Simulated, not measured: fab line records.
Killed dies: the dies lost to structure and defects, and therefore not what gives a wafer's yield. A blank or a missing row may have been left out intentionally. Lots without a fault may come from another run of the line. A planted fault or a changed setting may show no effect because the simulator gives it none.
A lot that was struck, set against a sound lot | flow ritCmos | 28 steps out of a route of 202
Sound: the wafers L450.1, L450.2, L450.4. Wafers struck: L464.1, L464.2, L464.4. At the end, the cause is stated.
For every step that has rows: the tool of each side, followed by ch and its chambers, followed by its first start. Under that, the readings that differ: sound wafers | struck wafers | difference of the means | sigmas: that difference in standard deviations of wafers without a fault.
alike: readings whose means differ by less than 2 such deviations, and words and numbers that are the same on both sides. not compared: withheld readings, readings that some wafer has no value for, bounds like >300 that may hide the same value, and numbers for which the record gives no deviation and whose values overlap.
The two part at a step that has a row with sigmas, a row that says differs or no value, or rows on one side only. Non-overlapping numbers with no deviation appear without sigmas and do not part them. A reading that every wafer of one side lacks parts them only if that side has two wafers or more.

RIT_ACTIVE_BOW_MEAS_00:
  sound on filmMetro-02, day 1 20:00; struck on filmMetro-03, day 4 18:00
  alike: INCOMING_BOW
RIT_ACTIVE_OXIDATION_01: target thk 46.8 nm, ox time 3360 s.
  sound on furnace-04 ch 0, day 1 20:07; struck on furnace-04 ch 0, day 4 19:29
reading                                      | sound             | struck            | difference | sigmas
model.SiO2_of_ACTIVE_OXIDATION_01.thkNm (nm) | 45.91 45.52 45.06 | 52.81 52.41 52.34 | +7.02      | 
  alike: zonePowerCentrePct
RIT_ACTIVE_THK_MEAS_02:
  sound on filmMetro-02, day 1 22:03; struck on filmMetro-03, day 4 21:25
reading               | sound          | struck         | difference | sigmas
ACTIVE_OXIDE_THK (nm) | 45.9 45.5 45.1 | 52.8 52.4 52.3 | +7.0       | +9
then, 1 step without rows for these wafers: RIT_ACTIVE_CVD_03 (deposits Si3N4 from SiH2Cl2/NH3, target thk 150 nm, time 1500 s).
RIT_ACTIVE_THK_MEAS_04:
  sound on filmMetro-01, day 1 23:32; struck on filmMetro-03, day 4 23:35
  alike: ACTIVE_NITRIDE_THK
then, 6 steps without rows for these wafers: RIT_ACTIVE_HMDS_05 (prime time 60 s); RIT_ACTIVE_COAT_06 (resist thk 1000 nm); RIT_ACTIVE_SOFTBAKE_07 (time 60 s); RIT_ACTIVE_EXPOSE_08 (exposes mask M1, target cd 1400 nm); RIT_ACTIVE_PEB_09; RIT_ACTIVE_DEVELOP_10 (develop time 50 s).
RIT_ACTIVE_CD_MEAS_11: target cd 1400 nm.
  sound on cdSem-01, day 2 00:39; struck on cdSem-01, day 5 00:38
  alike: cdNm
then, 1 step without rows for these wafers: RIT_ACTIVE_HARDBAKE_12 (time 60 s).
RIT_ACTIVE_ETCH_13: etches Si3N4 in SF6, stops on SiO2, time 210 s, target depth 210 nm.
  sound on rieDiel-01 ch 0,1,3, day 2 01:01; struck on rieDiel-01 ch 1,2,3, day 5 00:54
reading              | sound             | struck            | difference | sigmas
SF6_flow_sccm (sccm) | 199.9 199.4 199.5 | 201.1 201.2 201.3 | +1.6       | +2
  alike: drypumpMotorCurrentA, oesProductAu, throttleValvePct
  not compared: rfHoursCounterH
RIT_ACTIVE_STRIP_14: strips in O2, time 180 s.
  sound on plasmaAsher-03 ch 0,1, day 2 01:09; struck on plasmaAsher-01 ch 0,1, day 5 01:02
  alike: drypumpMotorCurrentA
  not compared: rfHoursCounterH
RIT_ACTIVE_CD_MEAS_90: target cd 1400 nm.
  sound on cdSem-02, day 2 01:20; struck on cdSem-02, day 5 01:13
  alike: cdNm
then, 4 steps without rows for these wafers: RIT_ACTIVE_CLEAN_15 (cleans in SC1, time 600 s); RIT_ACTIVE_CLEAN_16 (cleans in dHF, time 30 s); RIT_ACTIVE_CLEAN_17 (cleans in SC2, time 600 s); RIT_FOX1_OXIDATION_00 (target thk 350.7 nm, ox time 1130 s).
RIT_FOX1_THK_MEAS_01:
  sound on filmMetro-02, day 2 04:22; struck on filmMetro-03, day 5 03:35
  alike: FOX1_OXIDE_THK
then, 2 steps without rows for these wafers: RIT_FOX1_WET_ETCH_02 (etches SiO2 in BOE, target depth 350 nm, time 390 s); RIT_FOX2_OXIDATION_00 (target thk 350.7 nm, ox time 1130 s).
RIT_FOX2_THK_MEAS_01:
  sound on filmMetro-01, day 2 05:52; struck on filmMetro-04, day 5 05:09
  alike: FOX2_OXIDE_THK
then, 1 step without rows for these wafers: RIT_FOX2_CLEAN_02 (cleans in dHF, time 180 s).
RIT_FOX2_WET_ETCH_03: etches Si3N4 in H3PO4, target depth 195 nm, time 2700 s.
  sound on wetBench-01 ch 2, day 2 06:00; struck on wetBench-01 ch 2, day 5 05:16
reading                                      | sound             | struck            | difference | sigmas
model.SiO2_of_ACTIVE_OXIDATION_01.thkNm (nm) | 39.37 40.59 39.45 | 47.01 45.95 45.04 | +6.20      | 
RIT_FOX2_THK_MEAS_90:
  sound on filmMetro-04, day 2 06:49; struck on filmMetro-01, day 5 06:06
  alike: FIELD_OXIDE_LEFT_1_THK
RIT_M1_PROBE_99:
  sound on prober-01, day 4 00:25; struck on prober-02, day 6 22:01
reading                           | sound             | struck            | difference | sigmas
model.etest.pldd.widthNm (nm)     | 3183 3164 3194    | 3074 3074 3074    | -106       | 
model.etest.nldd.widthNm (nm)     | 3180 3179 3184    | 3081 3066 3074    | -107       | 
model.etest.pplusSal.widthNm (nm) | 3455 3447 3456    | 3416 3404 3406    | -44        | 
model.etest.nplusSal.widthNm (nm) | 3465 3452 3461    | 3399 3410 3399    | -57        | 
model.etest.nmosNarrow.driveUaUm  | 222.1 220.2 221.4 | 202.7 196.3 204   | -20.2      | 
model.etest.pmosNarrow.driveUaUm  | 103.6 100.8 102.4 | 90.25 89.12 89.92 | -12.50     | 
  alike: killedAtContacts, killedAtFrontEnd, killedDies, killedOpen, killedShort

== WHERE THEY PART ==
Earliest at RIT_ACTIVE_THK_MEAS_02; latest, in this record, at RIT_ACTIVE_ETCH_13. Later steps at which nothing parts them and some readings are alike: RIT_ACTIVE_STRIP_14, RIT_ACTIVE_CD_MEAS_90, RIT_FOX1_THK_MEAS_01, RIT_FOX2_THK_MEAS_01, RIT_FOX2_THK_MEAS_90, RIT_M1_PROBE_99.

WHY: what the simulator had put in
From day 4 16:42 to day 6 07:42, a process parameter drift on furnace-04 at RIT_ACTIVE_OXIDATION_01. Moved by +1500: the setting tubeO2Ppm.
